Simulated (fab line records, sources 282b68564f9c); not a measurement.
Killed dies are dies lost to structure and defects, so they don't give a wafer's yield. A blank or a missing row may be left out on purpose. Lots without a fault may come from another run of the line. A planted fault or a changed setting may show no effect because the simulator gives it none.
Which tool did it? | flow rit_cmos | 14 lots, 42 wafers sampled, at 2 steps of a route of 202

WHAT THE GAUGES READ, wafer by wafer
RIT_FOX1_THK_MEAS_01. Usual: FOX1_OXIDE_THK 353 nm, standard deviation 8.4.
lot  | measured    | on            | FOX1_OXIDE_THK (nm) | flag
L356 | day 1 17:52 | film_metro-03 | 352 351 360         |
L357 | day 1 23:22 | film_metro-01 | 363 360 355         |
L358 | day 2 03:14 | film_metro-03 | 357 360 354         |
L359 | day 2 10:11 | film_metro-01 | 355 365 365         |
L360 | day 2 14:14 | film_metro-03 | 359 361 359         |
L363 | day 3 05:53 | film_metro-01 | 345 342 350         |
L364 | day 3 09:10 | film_metro-01 | 222 230 227         | OFF
L366 | day 3 21:22 | film_metro-01 | 357 357 350         |
L368 | day 4 06:50 | film_metro-02 | 345 345 347         |
L370 | day 4 16:44 | film_metro-03 | 223 225 220         | OFF
L372 | day 5 01:20 | film_metro-01 | 363 368 368         |
L373 | day 5 06:20 | film_metro-03 | 342 340 347         |
L376 | day 5 22:34 | film_metro-01 | 361 364 367         |
L377 | day 6 02:26 | film_metro-01 | 363 369 372         |

WHICH TOOL RAN EACH LOT (tool, then ch and the chambers of the sampled wafers, then the start)
lot  | RIT_FOX1_OXIDATION_00
L356 | furnace-01 ch 0, day 1 16:32
L357 | furnace-04 ch 0, day 1 22:03
L358 | furnace-04 ch 0, day 2 01:55
L359 | furnace-04 ch 0, day 2 08:51
L360 | furnace-03 ch 0, day 2 12:55
L363 | furnace-03 ch 0, day 3 04:32
L364 | furnace-03 ch 0, day 3 07:51
L366 | furnace-04 ch 0, day 3 20:03
L368 | furnace-01 ch 0, day 4 05:31
L370 | furnace-03 ch 0, day 4 15:24
L372 | furnace-04 ch 0, day 5 00:00
L373 | furnace-01 ch 0, day 5 05:01
L376 | furnace-04 ch 0, day 5 21:15
L377 | furnace-04 ch 0, day 6 01:07
- RIT_FOX1_OXIDATION_00: target thk 350.7 nm, ox time 1130 s.

WHAT THE TOOLS THEMSELVES READ (means of the sampled wafers that have a number; where no wafer has one, the mark that the record gives instead)
RIT_FOX1_OXIDATION_00. Usual: ox_temp_c 1100.2 C, standard deviation 0.45; spike_tc_centre_C 1102.4 C, standard deviation 1.4; tube_center_temp_C 1100 C, standard deviation 0.093; zone_power_load_pct 39 %, standard deviation 4.7.
lot  | tool       | ox_temp_c (C) | spike_tc_centre_C (C) | tube_center_temp_C (C) | zone_power_load_pct (%) | flag
L356 | furnace-01 | 1100.0        | 1102.2                | 1100                   | 35                      |
L357 | furnace-04 | 1100.0        | 1103.0                | 1100                   | 46                      |
L358 | furnace-04 | 1100.5        | 1105.0                | 1100                   | 46                      |
L359 | furnace-04 | 1100.3        | 1104.6                | 1100                   | 45                      |
L360 | furnace-03 | 1099.8        | 1101.7                | 1100                   | 37                      |
L363 | furnace-03 | 1100.4        | 1101.7                | 1100                   | 37                      |
L364 | furnace-03 | 1100.1        | 1101.8                | 1100                   | 37                      |
L366 | furnace-04 | 1100.1        | 1104.3                | 1100                   | 45                      |
L368 | furnace-01 | 1100.4        | 1102.9                | 1100                   | 35                      |
L370 | furnace-03 | 1100.1        | 1101.7                | 1100                   | 37                      |
L372 | furnace-04 | 1100.0        | 1103.7                | 1100                   | 45                      |
L373 | furnace-01 | 1100.4        | 1101.0                | 1100                   | 35                      |
L376 | furnace-04 | 1100.0        | 1104.0                | 1100                   | 46                      |
L377 | furnace-04 | 1100.4        | 1103.9                | 1100                   | 45                      |

THE ANSWER, worked out from the rows above alone
Rule: a lot is off if the mean of its wafers that have a number lies more than 3 standard deviations from the usual mean. A lot without any number at a reading at which 4 lots or more have one is off too. The other lots that the step has rows for count as sound. The gauges are gone through in route order, then the tools' own readings, and for those a lot's mean is taken as printed above. The first step at which some lot is off is used, and at that step the reading that is off furthest; a lot without a number counts as furthest.
Off: L364, L370, at RIT_FOX1_THK_MEAS_01 (FOX1_OXIDE_THK).
A tool fits if, at a process step before that reading, it ran every lot that is off, and no sound lot after the first of them. The gauges at RIT_FOX1_THK_MEAS_01 are tried like those tools. One fits: furnace-03 at RIT_FOX1_OXIDATION_00. Its last sound lot is L363 (day 3 04:32), its first lot that is off L364 (day 3 07:51): a fault that began between those two fits.

WHAT THE SIMULATOR HAD PUT IN
Process parameter drift: furnace-03, from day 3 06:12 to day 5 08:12, at RIT_FOX1_OXIDATION_00. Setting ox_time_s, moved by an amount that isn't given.
Lots struck among those shown: L364, L370. The rule above found the same.
